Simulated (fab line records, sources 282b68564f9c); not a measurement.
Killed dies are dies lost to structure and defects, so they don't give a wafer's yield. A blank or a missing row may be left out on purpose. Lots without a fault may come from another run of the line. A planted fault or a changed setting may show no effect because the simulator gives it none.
Problem report in the 8D (eight disciplines) form, filled by code | flow rit_cmos | the parts of the form that need people (team, actions taken, sign-off) are left out

1. THE PROBLEM
GATE_OXIDE_THK at RIT_GATE_THK_MEAS_07 reads a mean of 3.82 nm on 9 wafers of 3 lots; wafers without a fault read 2.99 nm with a standard deviation of 0.064. That is +13 standard deviations from the usual mean.
First seen on wafer L443.1, day 3 00:48, on film_metro-04. The record holds 45 wafers of 15 lots with a number at this step. Rule for "out", or "out of limits": more than 4 standard deviations from the usual mean. The other wafers with a number count as sound.

2. WHAT IT IS AND WHAT IT IS NOT
question                    | is                           | is not
which readings at this step | GATE_OXIDE_THK               | -
which lots                  | L443, L444, L445             | L440, L441, L442, L449, L454, L456, L457, L458, L459, L460, L461, L463
which wafers of those lots  | all that have a number       | -
read on which gauges        | film_metro-02, film_metro-04 | film_metro-01
when                        | from day 3 00:48             | up to then (9 sound wafers); but 27 sound wafers of L449, L454, L456, L457, L458, L459, L460, L461, L463 came after

3. SUSPECTS, AND WHAT RULES EACH OUT
Counting: a tool at a process step up to the reading stays a suspect if it ran every lot that is out and no sound lot after the first of them.
- the gauge at RIT_GATE_THK_MEAS_07: ruled out. The wafers that are out were read on 2 gauges (film_metro-02, film_metro-04).
- furnace-01 at RIT_GATE_OXIDATION_05 (target thk 3 nm, ox time 270 s): ruled out as a lasting fault. Sound lots L460, L461 ran on it after its first lot that is out, L443 (day 2 23:29).
Left after counting: nothing in the record.

4. THE CAUSE (what the simulator had put in)
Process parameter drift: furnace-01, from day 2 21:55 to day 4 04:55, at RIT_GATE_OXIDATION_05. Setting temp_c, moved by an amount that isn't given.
Counting ruled it out, wrongly: the rule takes a fault to strike every lot that its tool runs from its start on, and this one did not.

5. THE CHAIN OF EFFECTS, in route order
Each row: a reading whose mean over the struck wafers that have a number lies more than 3 standard deviations from the usual. Only readings for which the record gives a usual standard deviation are gone through. hours: the time from each lot's start at the first step in this table that gives one to its start at this step, as a median over the lots. sigmas: the change in usual standard deviations.
hours | step                  | reading                | usual   | on struck wafers | change | sigmas
0     | RIT_GATE_OXIDATION_05 | spike_tc_centre_C      | 902.6 C | 922.4            | +19.8  | +20
0     | RIT_GATE_OXIDATION_05 | spike_tc_load_C        | 927.4 C | 950.3            | +22.9  | +9.5
0     | RIT_GATE_OXIDATION_05 | spike_tc_source_C      | 923 C   | 947              | +24    | +7.3
0     | RIT_GATE_OXIDATION_05 | tube_center_temp_C     | 900 C   | 920              | +20    | +99 or more
0     | RIT_GATE_OXIDATION_05 | tube_center_temp_C_max | 902.3   | 922.4            | +20.1  | +56
1     | RIT_GATE_THK_MEAS_07  | GATE_OXIDE_THK         | 2.99 nm | 3.82             | +0.83  | +13
The process steps in it:
- RIT_GATE_OXIDATION_05: target thk 3 nm, ox time 270 s.

6. WHAT WOULD HAVE CAUGHT IT SOONER
In this record the first reading out of limits at a measuring or inspecting step was taken at day 3 00:48, 3 hours after the fault began at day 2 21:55.
The tool's own readings at RIT_GATE_OXIDATION_05 were out on every struck wafer that the step has a row for (spike_tc_centre_C, spike_tc_load_C, spike_tc_source_C, tube_center_temp_C, tube_center_temp_C_max): an alarm limit on them would have fired on the first of those.
